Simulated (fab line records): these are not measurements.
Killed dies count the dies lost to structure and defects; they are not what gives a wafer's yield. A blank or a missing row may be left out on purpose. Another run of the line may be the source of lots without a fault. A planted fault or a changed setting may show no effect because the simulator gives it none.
Which tool is to blame? :: flow berkeleyCmos170 :: 8 lots, 24 wafers sampled, at 3 steps of a route of 331

WHAT THE GAUGES READ, wafer by wafer
UCB170_NSD_OVL_MEAS_07.
lot: L549
measured: day 7 04:44
on: overlay-01
NSD_OVL (nm): 13 10 10

lot: L552
measured: day 7 21:50
on: overlay-02
NSD_OVL (nm): 3 4 3

lot: L555
measured: day 7 20:44
on: overlay-01
NSD_OVL (nm): -1 10 0

lot: L556
measured: day 8 08:30
on: overlay-01
NSD_OVL (nm): -225 -215 -228

lot: L559
measured: day 8 22:12
on: overlay-01
NSD_OVL (nm): 5 13 11

lot: L562
measured: day 9 14:07
on: overlay-01
NSD_OVL (nm): -216 -216 -218

lot: L568
measured: day 10 23:08
on: overlay-01
NSD_OVL (nm): -1 2 5

lot: L571
measured: day 11 10:42
on: overlay-02
NSD_OVL (nm): 8 2 9

WHICH TOOL RAN EACH LOT (tool, then ch and the chambers of the sampled wafers, then the start)
lot: L549
UCB170_GATE_STRIP_16: plasmaAsher-04 ch 0,1, day 6 15:47
UCB170_NSD_EXPOSE_03: krfScanner-02 ch 0, day 7 03:48

lot: L552
UCB170_GATE_STRIP_16: plasmaAsher-01 ch 0,1, day 7 06:28
UCB170_NSD_EXPOSE_03: krfScanner-02 ch 0, day 7 21:08

lot: L555
UCB170_GATE_STRIP_16: plasmaAsher-04 ch 0,1, day 7 08:31
UCB170_NSD_EXPOSE_03: krfScanner-02 ch 0, day 7 20:14

lot: L556
UCB170_GATE_STRIP_16: plasmaAsher-02 ch 0,1, day 7 18:18
UCB170_NSD_EXPOSE_03: krfScanner-01 ch 0, day 8 06:47

lot: L559
UCB170_GATE_STRIP_16: plasmaAsher-02 ch 0,1, day 8 06:07
UCB170_NSD_EXPOSE_03: krfScanner-02 ch 0, day 8 21:13

lot: L562
UCB170_GATE_STRIP_16: plasmaAsher-04 ch 0,1, day 8 22:31
UCB170_NSD_EXPOSE_03: krfScanner-01 ch 0, day 9 13:29

lot: L568
UCB170_GATE_STRIP_16: plasmaAsher-04 ch 0,1, day 10 10:22
UCB170_NSD_EXPOSE_03: krfScanner-02 ch 0, day 10 22:36

lot: L571
UCB170_GATE_STRIP_16: plasmaAsher-01 ch 0,1, day 10 23:05
UCB170_NSD_EXPOSE_03: krfScanner-02 ch 0, day 11 09:54
- UCB170_GATE_STRIP_16: strips in O2.
- UCB170_NSD_EXPOSE_03: exposes mask NSELECT MOD, target cd 1200 nm.

THE ANSWER, worked out from the rows above alone
Rule: what is usual is taken from the lots themselves. The widest of any qualifying gaps counts: lots, ordered by their means at a reading, are off when they make up no more than a third of the lots, leave a main group of 4 or more, and stand apart from it by 3 or more times the standard deviation of that group's means. Not used: any main group whose means are identical at the precision the tables above print for the reading. A lot without any number at a reading at which 4 lots or more have one is off too. Any other lot the step has rows for is counted as sound.
Off: L556, L562, at UCB170_NSD_OVL_MEAS_07 (NSD_OVL). Main group: mean 6 nm, sd 3.4.
A tool fits if, at a process step before that reading, it ran every lot that is off, and no sound lot after the first of them. The gauges at UCB170_NSD_OVL_MEAS_07 are tried like those tools. One fits: UCB170_NSD_EXPOSE_03 on krfScanner-01. It ran no sound lot before its first lot that is off in this sample, so the start can't be narrowed down.

WHAT THE SIMULATOR HAD INSERTED
Scanner matching overlay: krfScanner-01, from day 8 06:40 on, at UCB170_NSD_EXPOSE_03. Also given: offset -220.
Lots struck among those shown: L556, L562. The same result came from the rule above.
